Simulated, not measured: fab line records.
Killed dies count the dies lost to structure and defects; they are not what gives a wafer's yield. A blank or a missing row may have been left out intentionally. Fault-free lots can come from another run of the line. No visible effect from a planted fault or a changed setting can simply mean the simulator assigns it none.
fab line records -- flow berkeley_cmos170 -- part 1 of 2: steps 1 to 37 of 44
record: lots: 7, wafers: 21, last_day: 11
route steps=331 shown PVT@118 GATE@125 FIELD@126 PLDD@145 NLDD@158 SILICIDE@210 M3@331
lots untouched by any fault: they come from a run of this same line in which no faults occurred
start_h: the number of hours between the record's first day and the start of the first shown wafer of the lot -- wait_h: hours from the lot's prior step to this one -- " as in the row above -- L1.1+2: one row covering several wafers at once -- - no value present, or no start provided -- * or withheld: withheld -- < > ~ a bound
route shown NAME@n: NAME is a module with steps in the file, n the number in the route of the first one -- usual: mean/standard deviation taken from wafers without a fault -- same: alike in all rows -- chamber/n: place in a boat -- sites: per-site readings -- _std_site: standard deviation of those values -- _edge_site: inner sites' mean taken away from outer sites' mean -- radius_mm: how far each site lies from the wafer's centre -- mask NAME#n: copy n -- behind: tool/chamber where the wafer was last shaped -- hold: why the lot was held/for how many hours/how that ended -- device: the transistor (n, p or np) that didn't switch -- end of line: tests of these same wafers at the route's end -- a step given without rows: its recipe and nothing more -- killed: not the wafer's yield, but the dies lost to structure and defects at the first sort -- map: the dies of a wafer, with x for killed, . for not killed, _ for no die there
set.NAME: the setting the step ran with; set.NAME@STEP: the setting that earlier step ran with -- model.NAME: the simulator's own value behind a step, which no gauge read
a table for each step, a row for each wafer; lots at some steps of the route
services: from which hour (start_h, from the record's first day; less than 0 if before it) a tool's chamber was out of use, for how many hours, and why
== steps ==
step: UCB170_PVT_EXPOSE_03
recipe: mask_id: NWELL, target_cd_nm: 3000, na: 0.5, sigma_outer: 0.6, source_shape: conventional, dose_mj: 30
step: UCB170_PVT_PEB_04
recipe: peb_temp_c: 130, peb_time_s: withheld, resist: KrF
step: UCB170_PVT_DEVELOP_05
recipe: developer: TMAH, develop_time_s: 45, resist: KrF, dev_temp_c: 21
step: UCB170_PVT_OVL_MEAS_06
usual: PVT_OVL: -5/5.7
lot.wafer,tool,chamber,start_h,wait_h,PVT_OVL[nm]
L928.1,overlay-02,-,111.29,-,-6
L928.2,overlay-02,-,111.29,-,-6
L928.3,overlay-02,-,111.29,-,-11
L930.3,overlay-02,-,122.57,-,1
L930.4,overlay-02,-,122.57,-,-3
L930.6,overlay-02,-,122.57,-,0
L936.1,overlay-02,-,163.24,-,-9
L936.3,overlay-02,-,163.24,-,-9
L936.6,overlay-02,-,163.24,-,-1
L937.1,overlay-01,-,163.52,-,-12
L937.5,overlay-01,-,163.52,-,-10
L937.6,overlay-01,-,163.52,-,-3
L938.1,overlay-02,-,163.79,-,-1
L938.2,overlay-02,-,163.79,-,-2
L938.5,overlay-02,-,163.79,-,0
L943.2,overlay-01,-,183.02,-,7
L943.4,overlay-01,-,183.02,-,-2
L943.5,overlay-01,-,183.02,-,2
L947.1,overlay-02,-,212.96,-,-4
L947.3,overlay-02,-,212.96,-,-7
L947.5,overlay-02,-,212.96,-,0
step: UCB170_PVT_IMPLANT_07
recipe: species: P, dose_cm2: 2e+12, energy_kev: 30, tilt_deg: 7
step: UCB170_PVT_STRIP_08
recipe: chemistry: O2, power_w: 400, pressure_mtorr: 3500, platen_temp_c: withheld, o2_flow_sccm: 400, overash_fraction: 0.5
usual: drypump_motor_current_A: 5.7/0.35, o2_flow_sccm: 399.9/1.1, oes_product_au: 0.735/0.004, strip_time_to_endpoint_s: 21.64/0.057
lot.wafer,tool,chamber,start_h,wait_h,drypump_motor_current_A,o2_flow_sccm,oes_product_au,rf_hours_counter_h,strip_time_to_endpoint_s
L928.1,plasma_asher-02,0,111.48,0.1,6.2,399.5,0.729,32,21.68
L928.2,plasma_asher-02,1,111.48,0.1,5.6,400.7,0.733,32,21.62
L928.3,plasma_asher-02,0,111.48,0.1,6.2,399.4,0.730,-,21.63
L930.3,plasma_asher-02,0,122.78,0.1,6.2,400.8,0.730,-,21.73
L930.4,plasma_asher-02,1,122.78,0.1,5.6,399.3,0.737,-,21.69
L930.6,plasma_asher-02,1,122.78,0.1,5.6,401.1,0.740,-,21.71
L936.1,plasma_asher-03,1,163.43,0.1,5.5,398.7,0.740,45,21.67
L936.3,plasma_asher-03,1,163.43,0.1,5.5,397.8,0.734,-,21.70
L936.6,plasma_asher-03,0,163.43,0.1,5.2,399.5,0.741,-,21.72
L937.1,plasma_asher-04,1,163.70,0.1,6.1,401.5,0.744,5,21.71
L937.5,plasma_asher-04,0,163.70,0.1,5.8,399.7,0.735,-,21.67
L937.6,plasma_asher-04,1,163.70,0.1,6.1,399.4,0.736,-,21.67
L938.1,plasma_asher-02,1,163.98,0.1,5.6,400.0,0.731,38,21.61
L938.2,plasma_asher-02,0,163.98,0.1,6.2,400.4,0.734,38,21.54
L938.5,plasma_asher-02,1,163.98,0.1,5.6,401.6,0.733,-,21.61
L943.2,plasma_asher-03,0,183.20,0.1,5.2,399.7,0.728,47,21.67
L943.4,plasma_asher-03,0,183.20,0.1,5.2,400.0,0.735,-,21.65
L943.5,plasma_asher-03,0,183.20,0.1,5.2,400.8,0.739,-,21.65
L947.1,plasma_asher-02,0,213.14,0.1,6.2,401.5,0.740,43,21.60
L947.3,plasma_asher-02,1,213.14,0.1,5.6,400.6,0.731,-,21.60
L947.5,plasma_asher-02,0,213.14,0.1,6.2,400.6,0.736,-,21.64
step: UCB170_PVT_TW_MEAS_09
usual: PVT_TW: 504.5/2.9
lot.wafer,tool,chamber,start_h,wait_h,PVT_TW
L928.1,film_metro-01,-,111.58,0.1,504.0
L928.2,film_metro-01,-,111.58,0.1,509.1
L928.3,film_metro-01,-,111.58,0.1,507.2
L930.3,film_metro-04,-,122.86,0.1,499.3
L930.4,film_metro-04,-,122.86,0.1,500.2
L930.6,film_metro-04,-,122.86,0.1,500.9
L936.1,film_metro-04,-,163.53,0.1,505.9
L936.3,film_metro-04,-,163.53,0.1,504.4
L936.6,film_metro-04,-,163.53,0.1,506.1
L937.1,film_metro-01,-,163.80,0.1,509.0
L937.5,film_metro-01,-,163.80,0.1,506.4
L937.6,film_metro-01,-,163.80,0.1,508.6
L938.1,film_metro-02,-,164.08,0.1,502.1
L938.2,film_metro-02,-,164.08,0.1,505.0
L938.5,film_metro-02,-,164.08,0.1,506.3
L943.2,film_metro-02,-,183.31,0.1,506.0
L943.4,film_metro-02,-,183.31,0.1,506.4
L943.5,film_metro-02,-,183.31,0.1,511.9
L947.1,film_metro-01,-,213.24,0.1,506.4
L947.3,film_metro-01,-,213.24,0.1,506.5
L947.5,film_metro-01,-,213.24,0.1,506.6
step: UCB170_GATE_WET_ETCH_00
recipe: chemistry: dHF, dilution: 25:1, target: SiO2, temp_c: 25, time_s: 200
step: UCB170_FIELD_THK_MEAS_91
recipe: reads: SiO2_of_FIELD_OXIDATION_01
usual: FIELD_OXIDE_LEFT_2_THK: 352/11
lot.wafer,tool,chamber,start_h,wait_h,FIELD_OXIDE_LEFT_2_THK[nm]
L928.1,film_metro-01,-,111.77,0.0,347
L928.2,film_metro-01,-,111.77,0.0,358
L928.3,film_metro-01,-,111.77,0.0,354
L930.3,film_metro-01,-,122.99,0.0,356
L930.4,film_metro-01,-,122.99,0.0,358
L930.6,film_metro-01,-,122.99,0.0,345
L936.1,film_metro-01,-,163.65,0.0,376
L936.3,film_metro-01,-,163.65,0.0,359
L936.6,film_metro-01,-,163.65,0.0,367
L937.1,film_metro-04,-,163.93,0.0,340
L937.5,film_metro-04,-,163.93,0.0,333
L937.6,film_metro-04,-,163.93,0.0,329
L938.1,film_metro-01,-,164.20,0.0,340
L938.2,film_metro-01,-,164.20,0.0,345
L938.5,film_metro-01,-,164.20,0.0,344
L943.2,film_metro-04,-,183.71,0.0,343
L943.4,film_metro-04,-,183.71,0.0,341
L943.5,film_metro-04,-,183.71,0.0,342
L947.1,film_metro-02,-,214.07,0.0,339
L947.3,film_metro-02,-,214.07,0.0,345
L947.5,film_metro-02,-,214.07,0.0,346
step: UCB170_GATE_OXIDATION_01
recipe: temp_c: 850, ambient: O2, target_thk_a: 66, ox_time_s: 1800
step: UCB170_GATE_THK_MEAS_02
recipe: reads: SiO2_of_GATE_OXIDATION_01
usual: GATE_OXIDE_THK: 6.56/0.15
lot.wafer,tool,chamber,start_h,wait_h,GATE_OXIDE_THK[nm]
L928.1,film_metro-04,-,114.76,0.0,6.49
L928.2,film_metro-04,-,114.76,0.0,6.52
L928.3,film_metro-04,-,114.76,0.0,6.49
L930.3,film_metro-02,-,126.92,0.0,6.42
L930.4,film_metro-02,-,126.92,0.0,6.49
L930.6,film_metro-02,-,126.92,0.0,6.46
L936.1,film_metro-02,-,171.02,0.0,6.78
L936.3,film_metro-02,-,171.02,0.0,6.72
L936.6,film_metro-02,-,171.02,0.0,6.86
L937.1,film_metro-04,-,171.02,0.0,6.74
L937.5,film_metro-04,-,171.02,0.0,6.62
L937.6,film_metro-04,-,171.02,0.0,6.62
L938.1,film_metro-03,-,171.02,0.0,6.40
L938.2,film_metro-03,-,171.02,0.0,6.36
L938.5,film_metro-03,-,171.02,0.0,6.58
L943.2,film_metro-03,-,187.98,0.0,6.87
L943.4,film_metro-03,-,187.98,0.0,6.80
L943.5,film_metro-03,-,187.98,0.0,6.75
L947.1,film_metro-02,-,218.12,0.0,6.43
L947.3,film_metro-02,-,218.12,0.0,6.52
L947.5,film_metro-02,-,218.12,0.0,6.44
step: UCB170_GATE_ANNEAL_03
recipe: temp_c: 900, time_s: 1800, ambient: N2
step: UCB170_GATE_CVD_04
recipe: material: poly-Si, temp_c: 610, precursor: SiH4, time_s: 1440, pressure_mtorr: 375, target_thk_nm: 214, sih4_flow_sccm: 120
usual: sih4_flow_sccm: 120.0/0.33, spike_tc_load_C: 631.2/2.3
lot.wafer,tool,chamber,start_h,wait_h,sih4_flow_sccm,spike_tc_load_C,model.poly-Si_of_GATE_CVD_04.thk_nm
L928.1,lpcvd-01,0,119.19,0.9,120.4,631.9,217.7
L928.2,lpcvd-01,0,119.19,0.9,120.0,633.0,216.4
L928.3,lpcvd-01,0,119.19,0.9,119.8,632.1,217.8
L930.3,lpcvd-01,0,131.72,0.0,120.2,631.6,211.7
L930.4,lpcvd-01,0,131.72,0.0,120.1,631.5,213.3
L930.6,lpcvd-01,0,131.72,0.0,120.9,630.5,211.7
L936.1,lpcvd-01,1,175.42,0.0,59.5,629.0,109.7
L936.3,lpcvd-01,1,175.42,0.0,59.7,630.0,109.9
L936.6,lpcvd-01,1,175.42,0.0,59.7,629.5,106.9
L937.1,lpcvd-01,1,175.42,0.0,59.8,630.3,110.1
L937.5,lpcvd-01,1,175.42,0.0,60.1,629.5,107.4
L937.6,lpcvd-01,1,175.42,0.0,60.3,629.2,109.9
L938.1,lpcvd-01,0,175.42,0.0,59.7,631.9,107.1
L938.2,lpcvd-01,0,175.42,0.0,59.6,631.1,105.1
L938.5,lpcvd-01,0,175.42,0.0,60.0,631.5,105.1
L943.2,lpcvd-02,1,190.72,0.0,120.1,630.5,217.9
L943.4,lpcvd-02,1,190.72,0.0,119.9,629.3,218.4
L943.5,lpcvd-02,1,190.72,0.0,120.2,628.3,216.6
L947.1,lpcvd-02,1,223.70,0.0,119.8,627.1,216.5
L947.3,lpcvd-02,1,223.70,0.0,119.6,628.3,215.2
L947.5,lpcvd-02,1,223.70,0.0,119.9,628.5,217.1
step: UCB170_GATE_THK_MEAS_05
recipe: reads: poly-Si_of_GATE_CVD_04
usual: GATE_POLY_THK: 215.4/2
lot.wafer,tool,chamber,start_h,wait_h,GATE_POLY_THK[nm]
L928.1,film_metro-03,-,120.59,0.0,217.7
L928.2,film_metro-03,-,120.59,0.0,216.5
L928.3,film_metro-03,-,120.59,0.0,218.0
L930.3,film_metro-02,-,133.14,0.0,211.6
L930.4,film_metro-02,-,133.14,0.0,213.2
L930.6,film_metro-02,-,133.14,0.0,211.7
L936.1,film_metro-04,-,176.82,0.0,109.7
L936.3,film_metro-04,-,176.82,0.0,109.9
L936.6,film_metro-04,-,176.82,0.0,106.9
L938.1,film_metro-03,-,176.82,0.0,107.1
L938.2,film_metro-03,-,176.82,0.0,105.1
L938.5,film_metro-03,-,176.82,0.0,105.2
L937.1,film_metro-02,-,176.87,0.1,110.1
L937.5,film_metro-02,-,176.87,0.1,107.4
L937.6,film_metro-02,-,176.87,0.1,109.9
L943.2,film_metro-02,-,192.13,0.0,217.8
L943.4,film_metro-02,-,192.13,0.0,218.6
L943.5,film_metro-02,-,192.13,0.0,216.8
L947.1,film_metro-03,-,225.10,0.0,216.4
L947.3,film_metro-03,-,225.10,0.0,215.1
L947.5,film_metro-03,-,225.10,0.0,217.1
step: UCB170_GATE_COAT_06
recipe: resist: BARC, temp_c: withheld, time_s: withheld, spin_rpm: 3000, resist_thk_nm: withheld
step: UCB170_GATE_COAT_07
recipe: resist: KrF, spin_rpm: 1500, resist_thk_nm: 900
step: UCB170_GATE_SOFTBAKE_08
recipe: resist: KrF, temp_c: 130, time_s: 60
step: UCB170_GATE_EXPOSE_09
recipe: mask_id: POLY, target_cd_nm: 350, na: 0.5, sigma_outer: 0.6, source_shape: conventional, dose_mj: 21
step: UCB170_GATE_PEB_10
recipe: peb_temp_c: 130, peb_time_s: withheld, resist: KrF
step: UCB170_GATE_DEVELOP_11
recipe: developer: TMAH, develop_time_s: 45, resist: KrF, dev_temp_c: 21
step: UCB170_GATE_CD_MEAS_12
recipe: target_cd_nm: 350
usual: cd_nm: 350.1/1.5
lot.wafer,tool,chamber,start_h,wait_h,cd_nm
L928.1,cd_sem-01,-,122.10,-,350.7
L928.2,cd_sem-01,-,122.10,-,352.0
L928.3,cd_sem-01,-,122.10,-,350.9
L930.3,cd_sem-02,-,135.52,-,347.4
L930.4,cd_sem-02,-,135.52,-,348.4
L930.6,cd_sem-02,-,135.52,-,348.3
L936.1,cd_sem-02,-,178.04,-,350.3
L936.3,cd_sem-02,-,178.04,-,350.7
L936.6,cd_sem-02,-,178.04,-,348.9
L938.1,cd_sem-01,-,178.24,-,351.6
L938.2,cd_sem-01,-,178.24,-,350.6
L938.5,cd_sem-01,-,178.24,-,351.1
L937.1,cd_sem-01,-,178.51,-,348.0
L937.5,cd_sem-01,-,178.51,-,346.6
L937.6,cd_sem-01,-,178.51,-,347.9
L943.2,cd_sem-02,-,193.80,-,351.5
L943.4,cd_sem-02,-,193.80,-,349.9
L943.5,cd_sem-02,-,193.80,-,349.8
L947.1,cd_sem-02,-,226.80,-,350.2
L947.3,cd_sem-02,-,226.80,-,350.1
L947.5,cd_sem-02,-,226.80,-,349.6
step: UCB170_GATE_OVL_MEAS_13
usual: GATE_OVL: 0/5.5
lot.wafer,tool,chamber,start_h,wait_h,GATE_OVL[nm]
L928.1,overlay-01,-,122.22,0.1,0
L928.2,overlay-01,-,122.22,0.1,2
L928.3,overlay-01,-,122.22,0.1,2
L930.3,overlay-02,-,135.61,0.1,-6
L930.4,overlay-02,-,135.61,0.1,-4
L930.6,overlay-02,-,135.61,0.1,0
L936.1,overlay-02,-,178.16,0.1,-1
L936.3,overlay-02,-,178.16,0.1,0
L936.6,overlay-02,-,178.16,0.1,5
L938.1,overlay-01,-,178.36,0.1,10
L938.2,overlay-01,-,178.36,0.1,2
L938.5,overlay-01,-,178.36,0.1,0
L937.1,overlay-02,-,178.63,0.1,1
L937.5,overlay-02,-,178.63,0.1,0
L937.6,overlay-02,-,178.63,0.1,-4
L943.2,overlay-01,-,193.90,0.1,3
L943.4,overlay-01,-,193.90,0.1,5
L943.5,overlay-01,-,193.90,0.1,-1
L947.1,overlay-01,-,226.92,0.1,-9
L947.3,overlay-01,-,226.92,0.1,-12
L947.5,overlay-01,-,226.92,0.1,-5
step: UCB170_GATE_ETCH_14
recipe: chemistry: N2/H2, target_depth_a: withheld, overetch_a: withheld, target: BARC, time_s: withheld, source_w: 500, bias_w: 100, pressure_mtorr: 30, n2_flow_sccm: 100, h2_flow_sccm: 200
usual: drypump_motor_current_A: 5.6/0.46, oes_product_au: 0.997/0.021, throttle_valve_pct: 13.27/0.13
lot.wafer,tool,chamber,start_h,wait_h,drypump_motor_current_A,oes_product_au,throttle_valve_pct
L928.1,rie_diel-02,2,122.26,0.0,5.1,1.018,13.26
L928.2,rie_diel-02,1,122.26,0.0,5.5,1.015,13.39
L928.3,rie_diel-02,0,122.26,0.0,6.0,0.982,13.16
L930.3,rie_diel-04,1,135.63,0.0,5.7,0.982,13.36
L930.4,rie_diel-04,2,135.63,0.0,6.1,0.980,13.33
L930.6,rie_diel-04,1,135.63,0.0,5.7,0.983,13.38
L936.1,rie_diel-04,0,178.20,0.0,6.0,0.999,13.41
L936.3,rie_diel-04,2,178.20,0.0,6.1,0.977,13.35
L936.6,rie_diel-04,2,178.20,0.0,6.1,0.968,13.34
L938.1,rie_diel-02,1,178.40,0.0,5.4,1.005,13.38
L938.2,rie_diel-02,3,178.40,0.0,5.2,0.967,13.12
L938.5,rie_diel-02,0,178.40,0.0,6.1,0.975,13.17
L937.1,rie_diel-01,2,178.67,0.0,5.1,0.990,13.22
L937.5,rie_diel-01,2,178.67,0.0,5.1,0.993,13.23
L937.6,rie_diel-01,1,178.67,0.0,6.4,1.027,13.03
L943.2,rie_diel-04,1,193.93,0.0,5.7,0.980,13.35
L943.4,rie_diel-04,1,193.93,0.0,5.8,0.998,13.37
L943.5,rie_diel-04,0,193.93,0.0,6.0,1.001,13.43
L947.1,rie_diel-02,3,226.96,0.0,5.1,0.967,13.12
L947.3,rie_diel-02,1,226.96,0.0,5.4,1.008,13.38
L947.5,rie_diel-02,3,226.96,0.0,5.1,0.963,13.14
step: UCB170_GATE_ETCH_15
recipe: chemistry: HBr/Cl2, target: poly-Si, stop_on: SiO2, over_etch_frac: 0.3, icp_w: 300, bias_w: 150, time_s: 56.3, pressure_mtorr: 15, HBr_flow_sccm: 150, Cl2_flow_sccm: 50, target_depth_a: 2782
usual: drypump_motor_current_A: 5.8/0.69, oes_product_au: 0.840/0.014, throttle_valve_pct: 26.42/0.23
lot.wafer,tool,chamber,start_h,wait_h,drypump_motor_current_A,oes_product_au,rf_hours_counter_h,throttle_valve_pct,model.GATE.feature_depth_nm,model.etch.depth_nm
L928.1,rie_si-02,2,122.30,-,5.1,0.845,63,26.63,217.7,217.7
L928.2,rie_si-02,3,122.30,-,6.4,0.846,117,26.54,216.4,216.4
L928.3,rie_si-02,1,122.30,-,5.4,0.855,61,26.20,217.8,217.8
L930.3,rie_si-02,0,135.67,-,6.0,0.830,0,25.99,211.7,211.7
L930.4,rie_si-02,2,135.67,-,5.1,0.825,63,26.64,213.3,213.3
L930.6,rie_si-02,1,135.67,-,5.4,0.841,-,26.21,211.7,211.7
L936.1,rie_si-02,3,178.24,-,6.5,0.564,117,26.54,109.7,109.7
L936.3,rie_si-02,0,178.24,-,6.0,0.565,0,25.98,110,109.9
L936.6,rie_si-02,2,178.24,-,5.1,0.552,-,26.63,106.9,106.9
L938.1,rie_si-01,0,178.44,-,6.0,0.564,116,26.29,107.1,107.1
L938.2,rie_si-01,3,178.44,-,6.3,0.560,44,26.71,105.1,105.1
L938.5,rie_si-01,2,178.44,-,4.6,0.535,-,26.34,105.1,105.1
L937.1,rie_si-02,2,178.71,-,5.1,0.559,63,26.63,110.1,110.1
L937.5,rie_si-02,0,178.71,-,6.0,0.557,-,25.99,107.4,107.4
L937.6,rie_si-02,3,178.71,-,6.4,0.570,-,26.54,109.9,109.9
L943.2,rie_si-01,3,193.98,-,6.3,0.854,44,26.70,217.9,217.9
L943.4,rie_si-01,2,193.98,-,4.6,0.838,-,26.34,218.4,218.4
L943.5,rie_si-01,1,193.98,-,6.7,0.820,-,26.52,216.6,216.6
L947.1,rie_si-01,1,227.00,-,6.7,0.820,0,26.52,216.5,216.5
L947.3,rie_si-01,0,227.00,-,6.0,0.819,0,26.23,215.2,215.2
L947.5,rie_si-01,3,227.00,-,6.3,0.862,-,26.70,217.1,217.1
step: UCB170_GATE_STRIP_16
recipe: chemistry: O2, power_w: 400, pressure_mtorr: 3500, platen_temp_c: withheld, o2_flow_sccm: 400, overash_fraction: 0.5
usual: drypump_motor_current_A: 5.6/0.31, o2_flow_sccm: 400.0/1.2, oes_product_au: 0.724/0.0041
lot.wafer,tool,chamber,start_h,wait_h,drypump_motor_current_A,o2_flow_sccm,oes_product_au,rf_hours_counter_h
L928.1,plasma_asher-04,1,122.35,0.0,6.1,401.2,0.722,0
L928.2,plasma_asher-04,0,122.35,0.0,5.7,401.3,0.720,0
L928.3,plasma_asher-04,1,122.35,0.0,6.1,399.6,0.727,-
L930.3,plasma_asher-01,1,135.76,0.1,5.3,401.0,0.725,-
L930.4,plasma_asher-01,0,135.76,0.1,5.7,400.3,0.722,-
L930.6,plasma_asher-01,1,135.76,0.1,5.2,401.0,0.728,-
L936.1,plasma_asher-01,0,178.29,0.0,5.7,399.9,0.721,49
L936.3,plasma_asher-01,0,178.29,0.0,5.7,400.8,0.726,-
L936.6,plasma_asher-01,0,178.29,0.0,5.7,401.6,0.728,-
L938.1,plasma_asher-03,0,178.49,0.0,5.2,400.3,0.725,46
L938.2,plasma_asher-03,1,178.49,0.0,5.5,399.9,0.723,46
L938.5,plasma_asher-03,0,178.49,0.0,5.2,400.9,0.719,-
L937.1,plasma_asher-04,1,178.76,0.0,6.1,400.4,0.722,6
L937.5,plasma_asher-04,0,178.76,0.0,5.8,401.3,0.719,-
L937.6,plasma_asher-04,1,178.76,0.0,6.1,400.9,0.726,-
L943.2,plasma_asher-03,1,194.02,0.0,5.5,400.9,0.721,48
L943.4,plasma_asher-03,1,194.02,0.0,5.5,400.1,0.722,-
L943.5,plasma_asher-03,0,194.02,0.0,5.2,401.4,0.720,-
L947.1,plasma_asher-01,1,227.05,0.0,5.2,401.9,0.723,55
L947.3,plasma_asher-01,1,227.05,0.0,5.2,402.1,0.734,-
L947.5,plasma_asher-01,0,227.05,0.0,5.7,398.1,0.727,-
step: UCB170_GATE_CD_MEAS_90
recipe: target_cd_nm: 350
usual: cd_nm: 350.1/1.5
lot.wafer,tool,chamber,start_h,wait_h,cd_nm
L928.1,cd_sem-01,-,122.54,0.2,349.7
L928.2,cd_sem-01,-,122.54,0.2,351.4
L928.3,cd_sem-01,-,122.54,0.2,350.5
L930.3,cd_sem-01,-,135.86,0.1,347.6
L930.4,cd_sem-01,-,135.86,0.1,349.2
L930.6,cd_sem-01,-,135.86,0.1,348.5
L936.1,cd_sem-02,-,178.39,0.1,349.6
L936.3,cd_sem-02,-,178.39,0.1,350.9
L936.6,cd_sem-02,-,178.39,0.1,349.1
L938.1,cd_sem-02,-,178.59,0.1,350.5
L938.2,cd_sem-02,-,178.59,0.1,350.1
L938.5,cd_sem-02,-,178.59,0.1,349.6
L937.1,cd_sem-01,-,178.89,0.1,347.6
L937.5,cd_sem-01,-,178.89,0.1,346.8
L937.6,cd_sem-01,-,178.89,0.1,348.9
L943.2,cd_sem-01,-,194.25,0.2,351.7
L943.4,cd_sem-01,-,194.25,0.2,349.4
L943.5,cd_sem-01,-,194.25,0.2,349.6
L947.1,cd_sem-02,-,227.18,0.1,350.0
L947.3,cd_sem-02,-,227.18,0.1,349.6
L947.5,cd_sem-02,-,227.18,0.1,349.3
step: UCB170_GATE_CLEAN_17
recipe: chemistry: SPM, temp_c: 120, time_s: 600
step: UCB170_PLDD_HMDS_00
recipe: prime_time_s: 60, prime_temp_c: 100
step: UCB170_PLDD_COAT_01
recipe: resist: KrF, spin_rpm: 1500, resist_thk_nm: 900
step: UCB170_PLDD_SOFTBAKE_02
recipe: resist: KrF, temp_c: 130, time_s: 60
step: UCB170_PLDD_EXPOSE_03
recipe: mask_id: PSELECT, na: 0.5, sigma_outer: 0.6, source_shape: conventional, target_cd_nm: 1200, dose_mj: 30
step: UCB170_PLDD_PEB_04
recipe: peb_temp_c: 130, peb_time_s: withheld, resist: KrF
step: UCB170_PLDD_DEVELOP_05
recipe: developer: TMAH, develop_time_s: 45, resist: KrF, dev_temp_c: 21
step: UCB170_PLDD_CD_MEAS_06
recipe: target_cd_nm: 1200
usual: cd_nm: 1200.5/1.6
lot.wafer,tool,chamber,start_h,wait_h,cd_nm
L928.1,cd_sem-02,-,124.28,-,1198.2
L928.2,cd_sem-02,-,124.28,-,1198.7
L928.3,cd_sem-02,-,124.28,-,1198.9
L930.3,cd_sem-02,-,137.41,-,1200.9
L930.4,cd_sem-02,-,137.41,-,1200.2
L930.6,cd_sem-02,-,137.41,-,1202.6
L936.1,cd_sem-02,-,179.79,-,1198.0
L936.3,cd_sem-02,-,179.79,-,1199.3
L936.6,cd_sem-02,-,179.79,-,1200.0
L938.1,cd_sem-02,-,179.97,-,1199.9
L938.2,cd_sem-02,-,179.97,-,1199.6
L938.5,cd_sem-02,-,179.97,-,1200.9
L937.1,cd_sem-01,-,180.57,-,1199.0
L937.5,cd_sem-01,-,180.57,-,1198.2
L937.6,cd_sem-01,-,180.57,-,1199.9
L943.2,cd_sem-01,-,197.41,-,1201.5
L943.4,cd_sem-01,-,197.41,-,1201.9
L943.5,cd_sem-01,-,197.41,-,1201.1
L947.1,cd_sem-02,-,228.61,-,1200.6
L947.3,cd_sem-02,-,228.61,-,1199.9
L947.5,cd_sem-02,-,228.61,-,1201.4
step: UCB170_PLDD_OVL_MEAS_07
usual: PLDD_OVL: -2/5.6
lot.wafer,tool,chamber,start_h,wait_h,PLDD_OVL[nm]
L928.1,overlay-01,-,124.40,0.1,-3
L928.2,overlay-01,-,124.40,0.1,7
L928.3,overlay-01,-,124.40,0.1,-3
L930.3,overlay-01,-,137.50,0.1,-6
L930.4,overlay-01,-,137.50,0.1,-7
L930.6,overlay-01,-,137.50,0.1,2
L936.1,overlay-02,-,179.91,0.1,-1
L936.3,overlay-02,-,179.91,0.1,-2
L936.6,overlay-02,-,179.91,0.1,7
L938.1,overlay-01,-,180.09,0.1,7
L938.2,overlay-01,-,180.09,0.1,-2
L938.5,overlay-01,-,180.09,0.1,2
L937.1,overlay-02,-,180.69,0.1,-1
L937.5,overlay-02,-,180.69,0.1,-6
L937.6,overlay-02,-,180.69,0.1,1
L943.2,overlay-01,-,197.51,0.1,-2
L943.4,overlay-01,-,197.51,0.1,-4
L943.5,overlay-01,-,197.51,0.1,-3
L947.1,overlay-02,-,228.73,0.1,-5
L947.3,overlay-02,-,228.73,0.1,-3
L947.5,overlay-02,-,228.73,0.1,-4
step: UCB170_PLDD_IMPLANT_08
recipe: species: BF2, dose_cm2: 5e+13, energy_kev: 10, tilt_deg: 7, rotation_deg: 0
step: UCB170_PLDD_IMPLANT_09
recipe: species: BF2, dose_cm2: 5e+13, energy_kev: 10, tilt_deg: 7, rotation_deg: 180
== key ==
first_sign: step: UCB170_GATE_CVD_04, reading: sih4_flow_sccm, direction: down, sigmas: 99+, usual: 120.0, struck: 59.8
effect: step: UCB170_GATE_THK_MEAS_05, reading: GATE_POLY_THK, direction: down, sigmas: 55, usual: 215.4, struck: 107.9
effect: step: UCB170_GATE_ETCH_15, reading: oes_product_au, direction: down, sigmas: 20, usual: 0.840, struck: 0.559
model_effect: step: UCB170_GATE_CVD_04, value: poly-Si_of_GATE_CVD_04.thk_nm, without: 214.9, struck: 107.9
model_effect: step: UCB170_GATE_ETCH_15, value: GATE.feature_depth_nm, without: 214.9, struck: 107.9
model_effect: step: UCB170_SILICIDE_PRE_CLEAN_00, value: poly-Si_of_GATE_CVD_04.thk_nm, without: 208, struck: 101
met_at UCB170_GATE_CVD_04
struck_wafers L936.1,L936.3,L936.6,L937.1,L937.5,L937.6,L938.1,L938.2,L938.5
tester_left_out L936,L937,L938
onset_between 131.72 175.42
fault: kind: process_parameter_drift, tool: lpcvd-01, chamber: -, onset_h: 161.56, steps: UCB170_GATE_CVD_04, channel: sih4_flow_sccm, offset: -60, shape: step, end_h: 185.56, acts_in: these_recipes_only, stated: 120
tester_left_out: of these lots the tester's yield and bins aren't shown, on N5 and GAA mostly nor the transistor test; their killed dies are dies lost to structure and defects alone, not to doping, threshold or leakage, so they don't give the yield
